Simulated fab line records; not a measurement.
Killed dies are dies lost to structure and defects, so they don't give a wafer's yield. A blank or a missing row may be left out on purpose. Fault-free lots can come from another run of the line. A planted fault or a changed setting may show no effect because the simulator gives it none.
Split-lot experiment    flow berkeley cmos170    5 lots, 23 wafers read, on a route of 331 steps

== ON THE SPLIT ==
At UCB170_PFIELD_COAT_01 (resist thk 900 nm), the setting spin rpm was moved away from the recipe's 1500 rpm on 5 of the 23 wafers read, by -3.5% to +4.9%. This setting was run at the recipe's value on the other wafers.

The reading is taken at the split's own step.

== THE READING ==
KrF_of_PFIELD_COAT_01.thk nm (the simulator's own value, which no gauge read), in nm, at UCB170_PFIELD_COAT_01 (resist thk 900 nm). There is no usual value for it anywhere in the file. The 18 wafers here that ran the recipe average 904.4 nm, standard deviation 1.5 nm.

wafer   tool, chamber at the split  spin rpm as run, rpm  against the recipe  KrF_of_PFIELD_COAT_01.thk nm, nm  against lot-mates on the recipe
L074.2  litho track-03, 0           1573                  +4.9%               882.6                             -20.7
L074.3  litho track-03, 0           1573                  +4.9%               882.4                             -20.9
L074.4  litho track-03, 0           1573                  +4.9%               882.5                             -20.8
L074.5  litho track-03, 0           1500                  recipe              902.5                             -
L074.6  litho track-03, 0           1500                  recipe              904.1                             -
L075.2  litho track-02, 0           1500                  recipe              902.6                             -
L075.3  litho track-02, 0           1500                  recipe              904.5                             -
L075.4  litho track-02, 0           1500                  recipe              904.5                             -
L075.5  litho track-02, 0           1500                  recipe              905.1                             -
L075.6  litho track-02, 0           1500                  recipe              903.6                             -
L077.3  litho track-04, 0           1500                  recipe              901.9                             -
L077.4  litho track-04, 0           1500                  recipe              902                               -
L077.5  litho track-04, 0           1500                  recipe              904.7                             -
L080.1  litho track-03, 0           1447                  -3.5%               923.3                             +17.8
L080.2  litho track-03, 0           1500                  recipe              905.1                             -
L080.3  litho track-03, 0           1500                  recipe              906.9                             -
L080.4  litho track-03, 0           1447                  -3.5%               922                               +16.5
L080.5  litho track-03, 0           1500                  recipe              904.4                             -
L082.1  litho track-04, 0           1500                  recipe              906                               -
L082.2  litho track-04, 0           1500                  recipe              907.3                             -
L082.3  litho track-04, 0           1500                  recipe              905                               -
L082.5  litho track-04, 0           1500                  recipe              904.3                             -
L082.6  litho track-04, 0           1500                  recipe              903.9                             -

THE FIT
A straight line over all 23 wafers: KrF_of_PFIELD_COAT_01.thk nm changes by -4.69 nm for each +1% of spin rpm; r = -0.99; the points scatter about the line by 1.5 nm.
The same after taking each lot's own level away (the mean of its wafers on the recipe; 23 wafers): -4.45 nm for each +1%; r = -0.99; scatter 1.1 nm.
On that fit, the largest move of spin rpm shifts the reading by 22 nm.
Across the lots, their own levels run from 902.87 to 905.47 nm, a range of 1.8 times the standard deviation given above.
The two slopes agree, so the slope changes little with the lot-to-lot level.
Check: with one of the wafers moved furthest among these (+4.9%) left out of the fit, the line predicts -21.6 nm for it against its lot-mates. It came out at -20.7 nm against them.

== OTHER SPLITS APPLIED TO THESE WAFERS ==
These wafers also went through other splits before the reading. Each is held against what the fit with the lots' levels taken away leaves over:
other split on the same wafers        wafers away from the commonest value  r with KrF_of_PFIELD_COAT_01.thk nm (lot level and that fit taken away)
UCB170_START_OXIDATION_02 ox time s   10                                    +0.15
UCB170_ZERO_COAT_01 spin rpm          8                                     +0.16
UCB170_NWELL_CVD_04 time s            10                                    -0.07
UCB170_PWELL_IMPLANT_15 energy kev    8                                     -0.03
UCB170_WELLDRIVE_OXIDATION_01 temp c  18                                    -0.17
UCB170_ACTIVE_CVD_05 time s           15                                    -0.20

== THE WHOLE CHAIN: every reading that the file lists as answering this split, in the file's order ==
step                    what it does       reading                                                                        change (the file's fit)               r (the file's)
UCB170_PFIELD_COAT_01   resist thk 900 nm  KrF_of_PFIELD_COAT_01.thk nm (the simulator's own value, which no gauge read)  -4.49 nm for each +1% of the setting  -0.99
UCB170_PFIELD_STRIP_08  strips in O2       strip time to endpoint s                                                       withheld for each +1% of the setting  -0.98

== FILE'S OWN FIT ==
KrF_of_PFIELD_COAT_01.thk nm changes by -4.49 nm for each +1% of spin rpm, r = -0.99.
